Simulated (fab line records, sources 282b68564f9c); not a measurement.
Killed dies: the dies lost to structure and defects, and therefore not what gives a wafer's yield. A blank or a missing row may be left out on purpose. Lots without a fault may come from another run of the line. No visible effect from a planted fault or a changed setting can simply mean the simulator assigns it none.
The tool behind it: which one? | flow rit cmos | 14 lots with 42 wafers sampled at 2 steps, on a route of 202 steps

WHAT THE GAUGES READ, wafer by wafer
No reading from a measuring or inspecting step in the record can be judged against a usual standard deviation.

EACH LOT AND THE TOOL THAT RAN IT (in order: tool; ch and the chambers of the sampled wafers; start)
lot  | RIT_NLDD_STRIP_09                   | RIT_M1_PROBE_99
L163 | plasma asher-03 ch 0,1, day 3 03:17 | -
L164 | plasma asher-03 ch 0,1, day 3 09:21 | -
L166 | plasma asher-03 ch 0,1, day 3 22:28 | -
L167 | plasma asher-01 ch 0,1, day 3 22:34 | -
L168 | plasma asher-04 ch 0,1, day 3 23:58 | -
L169 | plasma asher-04 ch 0,1, day 4 05:05 | prober-02, day 4 21:35
L173 | plasma asher-04 ch 0,1, day 5 01:23 | prober-02, day 5 17:50
L174 | plasma asher-03 ch 0,1, day 5 07:56 | prober-01, day 5 23:24
L178 | plasma asher-04 ch 0,1, day 6 03:18 | -
L179 | plasma asher-03 ch 0,1, day 6 07:33 | -
L180 | plasma asher-01 ch 0,1, day 6 10:56 | -
L181 | plasma asher-03 ch 0, day 6 19:33   | -
L182 | plasma asher-03 ch 0,1, day 6 23:12 | -
L185 | plasma asher-03 ch 0,1, day 7 13:58 | -
- RIT_NLDD_STRIP_09: strips in O2, time 180 s.
- RIT_M1_PROBE_99

AS READ BY THE TOOLS THEMSELVES (means over the sampled wafers that have a number; for cases with no such wafer, the mark the record gives instead)
RIT_NLDD_STRIP_09.
lot  | tool            | chamber pressure mTorr (mTorr) | drypump motor current A (A) | rf refl power W (W)
L163 | plasma asher-03 | 3998                           | 5.5                         | 9.2
L164 | plasma asher-03 | 3998                           | 5.5                         | 8.8
L166 | plasma asher-03 | 4000                           | 5.5                         | 8.9
L167 | plasma asher-01 | 4000                           | 6.0                         | 5.4
L168 | plasma asher-04 | 4001                           | 5.8                         | 6.2
L169 | plasma asher-04 | 4002                           | 5.5                         | 5.9
L173 | plasma asher-04 | 1999                           | 5.5                         | 6.1
L174 | plasma asher-03 | 3999                           | 5.5                         | 9.0
L178 | plasma asher-04 | 2002                           | 5.8                         | 6.5
L179 | plasma asher-03 | 4002                           | 5.5                         | 8.9
L180 | plasma asher-01 | 4001                           | 6.0                         | 5.5
L181 | plasma asher-03 | 3999                           | 5.5                         | 9.0
L182 | plasma asher-03 | 4001                           | 5.5                         | 9.1
L185 | plasma asher-03 | 3999                           | 5.5                         | 9.3

RIT_M1_PROBE_99.
lot  | tool      | killed at contacts | killed at front end | killed dies | killed on rim | killed open | killed short
L169 | prober-02 | 0.0                | 6                   | 6           | 1.0           | 1.3         | 4.3
L173 | prober-02 | 0.3                | 9                   | 9           | 1.7           | 6.3         | 2.7
L174 | prober-01 | 0.0                | 7                   | 7           | 1.3           | 3.0         | 4.0

THE ANSWER, worked out from the rows above alone
Rule: the lots themselves supply what counts as usual. The widest of any qualifying gaps counts: lots, ordered by their means at a reading, are off when they make up no more than a third of the lots, leave a main group of 4 or more, and stand apart from it by 3 or more times the standard deviation of that group's means. A main group is skipped when, at the precision printed for the reading in the tables above, its means are all equal. Also off: a lot with no number at a reading for which 4 or more lots have one. Any other lot the step has rows for is counted as sound. After the gauges, taken in route order, come the tools' own readings; for these a lot's mean is taken, as printed above. At the first step where some lot is off, the reading lying furthest off is the one used; lots without a number count as furthest.
Off, at RIT_NLDD_STRIP_09 on chamber pressure mTorr: L173, L178. Main group: mean 4000 mTorr, sd 1.4.
If a tool, at that step or one of the process steps before it, ran each lot that is off and ran no sound lot following the first of them, it fits. One fits: plasma asher-04 at RIT_NLDD_STRIP_09. Its last sound lot is L169 (day 4 05:05), its first lot that is off L173 (day 5 01:23): a fault that began between those two fits.
On the lots that are off, the tool's own readings at RIT_NLDD_STRIP_09 differ by more than 5 times the standard deviation of the sound lots' means, which bears it out; chamber pressure mTorr reads 2000 mTorr there versus 4000 mTorr on the sound lots.

WHAT THE SIMULATOR HAD PUT IN
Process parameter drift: plasma asher-04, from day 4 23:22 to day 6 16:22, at RIT_NLDD_STRIP_09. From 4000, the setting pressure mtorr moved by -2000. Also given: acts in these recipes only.
Shown lots that were struck: L173, L178. This agrees with what the rule above found.
